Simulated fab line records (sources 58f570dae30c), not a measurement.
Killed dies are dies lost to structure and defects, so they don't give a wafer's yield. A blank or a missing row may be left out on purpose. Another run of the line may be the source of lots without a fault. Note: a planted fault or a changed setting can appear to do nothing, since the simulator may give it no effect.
fab line records / flow berkeleyCmos170
[record] lots = 15 wafers = 45 lastDay = 12
route steps=331 shown NVT@108
lots with no fault: from the same line, run without faults
startH: start of the lot's first displayed wafer, in hours after the record's first day / waitH: how many hours have passed since the lot's step before this one / " repeats the value in the row above / L1.1+2: one row covering several wafers at once / - no value, or no start given / * or withheld: withheld / < > ~ a bound
route shown NAME@n: a module of which the file shows steps, and the number in the route of the first / usual: average and standard deviation across the fault-free wafers / same: alike in all rows / chamber/n: place in a boat / sites: the reading at each site / _std_site: the standard deviation of these / _edge_site: outer sites' mean less inner sites' / radiusMm: for every site, how far away it sits from the centre of the wafer / mask NAME#n: copy n / behind: tool/chamber where the wafer was last shaped / hold: cause of the lot's hold/its duration in hours/its outcome / device: transistor that didn't switch, given as n, p or np / end of line: at the end of the route, the tests of the same wafers / for a step that has no rows: nothing shown but its recipe / killed: the dies lost at the first sort to structure and to defects; this is not the yield of the wafer / map: per-die view of a wafer (x killed, . not killed, _ where there is no die)
set.NAME: the setting that was run; set.NAME@STEP: the one run at that earlier step / model.NAME: the simulator's own value behind a step, which no gauge read
route steps across a sampled set of lots; one table per step, one row per wafer
[[steps]]
[step UCB170_NVT_PEB_04]
[recipe] pebTempC = 130 pebTimeS = withheld resist = KrF
[usual] chillPlateTempC = 23.00/0.093 exhaustPa = 45.2/0.91
lot.wafer=L535.3 tool=lithoTrack-04 chamber=0 startH=109.94 waitH=0.4 chillPlateTempC=23.10 exhaustPa=43.8
lot.wafer=L535.4 tool=lithoTrack-04 chamber=0 startH=109.94 waitH=0.4 chillPlateTempC=22.86 exhaustPa=44.4
lot.wafer=L535.5 tool=lithoTrack-04 chamber=0 startH=109.94 waitH=0.4 chillPlateTempC=22.94 exhaustPa=44.8
lot.wafer=L536.2 tool=lithoTrack-03 chamber=0 startH=115.99 waitH=0.1 chillPlateTempC=23.03 exhaustPa=44.1
lot.wafer=L536.4 tool=lithoTrack-03 chamber=0 startH=115.99 waitH=0.1 chillPlateTempC=22.82 exhaustPa=45.7
lot.wafer=L536.6 tool=lithoTrack-03 chamber=0 startH=115.99 waitH=0.1 chillPlateTempC=22.96 exhaustPa=45.9
lot.wafer=L538.3 tool=lithoTrack-02 chamber=0 startH=132.88 waitH=0.7 chillPlateTempC=22.85 exhaustPa=45.9
lot.wafer=L538.5 tool=lithoTrack-02 chamber=0 startH=132.88 waitH=0.7 chillPlateTempC=22.96 exhaustPa=45.8
lot.wafer=L538.6 tool=lithoTrack-02 chamber=0 startH=132.88 waitH=0.7 chillPlateTempC=22.91 exhaustPa=47.1
lot.wafer=L540.1 tool=lithoTrack-03 chamber=0 startH=133.03 waitH=0.6 chillPlateTempC=23.32 exhaustPa=43.9
lot.wafer=L540.3 tool=lithoTrack-03 chamber=0 startH=133.03 waitH=0.6 chillPlateTempC=23.24 exhaustPa=44.0
lot.wafer=L540.6 tool=lithoTrack-03 chamber=0 startH=133.03 waitH=0.6 chillPlateTempC=23.05 exhaustPa=44.7
lot.wafer=L546.2 tool=lithoTrack-04 chamber=- startH=162.33 waitH=0.1 chillPlateTempC=- exhaustPa=-
lot.wafer=L546.4 tool=lithoTrack-04 chamber=- startH=162.33 waitH=0.1 chillPlateTempC=- exhaustPa=-
lot.wafer=L546.5 tool=lithoTrack-04 chamber=- startH=162.33 waitH=0.1 chillPlateTempC=- exhaustPa=-
lot.wafer=L547.1 tool=lithoTrack-04 chamber=- startH=168.31 waitH=0.9 chillPlateTempC=- exhaustPa=-
lot.wafer=L547.3 tool=lithoTrack-04 chamber=- startH=168.31 waitH=0.9 chillPlateTempC=- exhaustPa=-
lot.wafer=L547.6 tool=lithoTrack-04 chamber=- startH=168.31 waitH=0.9 chillPlateTempC=- exhaustPa=-
lot.wafer=L548.3 tool=lithoTrack-02 chamber=- startH=168.52 waitH=0.9 chillPlateTempC=- exhaustPa=-
lot.wafer=L548.4 tool=lithoTrack-02 chamber=- startH=168.52 waitH=0.9 chillPlateTempC=- exhaustPa=-
lot.wafer=L548.6 tool=lithoTrack-02 chamber=- startH=168.52 waitH=0.9 chillPlateTempC=- exhaustPa=-
lot.wafer=L550.1 tool=lithoTrack-02 chamber=0 startH=189.89 waitH=0.8 chillPlateTempC=22.87 exhaustPa=46.9
lot.wafer=L550.2 tool=lithoTrack-02 chamber=0 startH=189.89 waitH=0.8 chillPlateTempC=22.89 exhaustPa=46.3
lot.wafer=L550.6 tool=lithoTrack-02 chamber=0 startH=189.89 waitH=0.8 chillPlateTempC=23.11 exhaustPa=46.8
lot.wafer=L551.1 tool=lithoTrack-04 chamber=0 startH=189.98 waitH=0.6 chillPlateTempC=23.12 exhaustPa=44.8
lot.wafer=L551.4 tool=lithoTrack-04 chamber=0 startH=189.98 waitH=0.6 chillPlateTempC=22.95 exhaustPa=43.9
lot.wafer=L551.5 tool=lithoTrack-04 chamber=0 startH=189.98 waitH=0.6 chillPlateTempC=23.04 exhaustPa=45.4
lot.wafer=L553.1 tool=lithoTrack-02 chamber=0 startH=193.07 waitH=0.8 chillPlateTempC=22.97 exhaustPa=46.2
lot.wafer=L553.3 tool=lithoTrack-02 chamber=0 startH=193.07 waitH=0.8 chillPlateTempC=23.05 exhaustPa=44.5
lot.wafer=L553.4 tool=lithoTrack-02 chamber=0 startH=193.07 waitH=0.8 chillPlateTempC=23.10 exhaustPa=44.1
lot.wafer=L554.1 tool=lithoTrack-02 chamber=0 startH=193.34 waitH=0.8 chillPlateTempC=23.07 exhaustPa=45.2
lot.wafer=L554.2 tool=lithoTrack-02 chamber=0 startH=193.34 waitH=0.8 chillPlateTempC=23.04 exhaustPa=44.2
lot.wafer=L554.6 tool=lithoTrack-02 chamber=0 startH=193.34 waitH=0.8 chillPlateTempC=23.12 exhaustPa=44.9
lot.wafer=L552.3 tool=lithoTrack-04 chamber=0 startH=193.38 waitH=0.9 chillPlateTempC=22.80 exhaustPa=45.5
lot.wafer=L552.4 tool=lithoTrack-04 chamber=0 startH=193.38 waitH=0.9 chillPlateTempC=22.94 exhaustPa=44.1
lot.wafer=L552.5 tool=lithoTrack-04 chamber=0 startH=193.38 waitH=0.9 chillPlateTempC=23.08 exhaustPa=46.0
lot.wafer=L555.1 tool=lithoTrack-02 chamber=0 startH=209.29 waitH=0.1 chillPlateTempC=23.02 exhaustPa=44.9
lot.wafer=L555.2 tool=lithoTrack-02 chamber=0 startH=209.29 waitH=0.1 chillPlateTempC=23.04 exhaustPa=45.5
lot.wafer=L555.5 tool=lithoTrack-02 chamber=0 startH=209.29 waitH=0.1 chillPlateTempC=23.10 exhaustPa=45.0
lot.wafer=L556.3 tool=lithoTrack-04 chamber=0 startH=218.33 waitH=0.1 chillPlateTempC=22.97 exhaustPa=44.6
lot.wafer=L556.4 tool=lithoTrack-04 chamber=0 startH=218.33 waitH=0.1 chillPlateTempC=22.99 exhaustPa=44.8
lot.wafer=L556.6 tool=lithoTrack-04 chamber=0 startH=218.33 waitH=0.1 chillPlateTempC=23.05 exhaustPa=45.7
lot.wafer=L558.1 tool=lithoTrack-02 chamber=0 startH=222.64 waitH=0.1 chillPlateTempC=23.02 exhaustPa=44.7
lot.wafer=L558.2 tool=lithoTrack-02 chamber=0 startH=222.64 waitH=0.1 chillPlateTempC=22.98 exhaustPa=44.8
lot.wafer=L558.4 tool=lithoTrack-02 chamber=0 startH=222.64 waitH=0.1 chillPlateTempC=22.85 exhaustPa=45.6
[[key]]
[firstSign] step = UCB170_NVT_PEB_04 reading = toolRecord direction = missing
effect none on later readings
metAt UCB170_NVT_PEB_04
struckLots L546,L547,L548
sortLeftOut L546.2,L546.4,L546.5,L547.1,L547.3,L547.6,L548.3,L548.4,L548.6
testerLeftOut L546,L547,L548
onsetBetween 132.88 162.33
[fault] kind = skippedStepWhole tool = lithoTrack-02,lithoTrack-04 chamber = - onsetH = 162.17 steps = UCB170_NVT_PEB_04 scope = struckLotsOnly
// testerLeftOut: of these lots the tester's yield and bins aren't shown, on N5 and GAA mostly nor the transistor test; their killed dies are dies lost to structure and defects alone, not to doping, threshold or leakage, so they don't give the yield
// sortLeftOut: the simulated sort isn't trusted on such a fault, so these wafers' sort isn't shown, and their yield isn't known
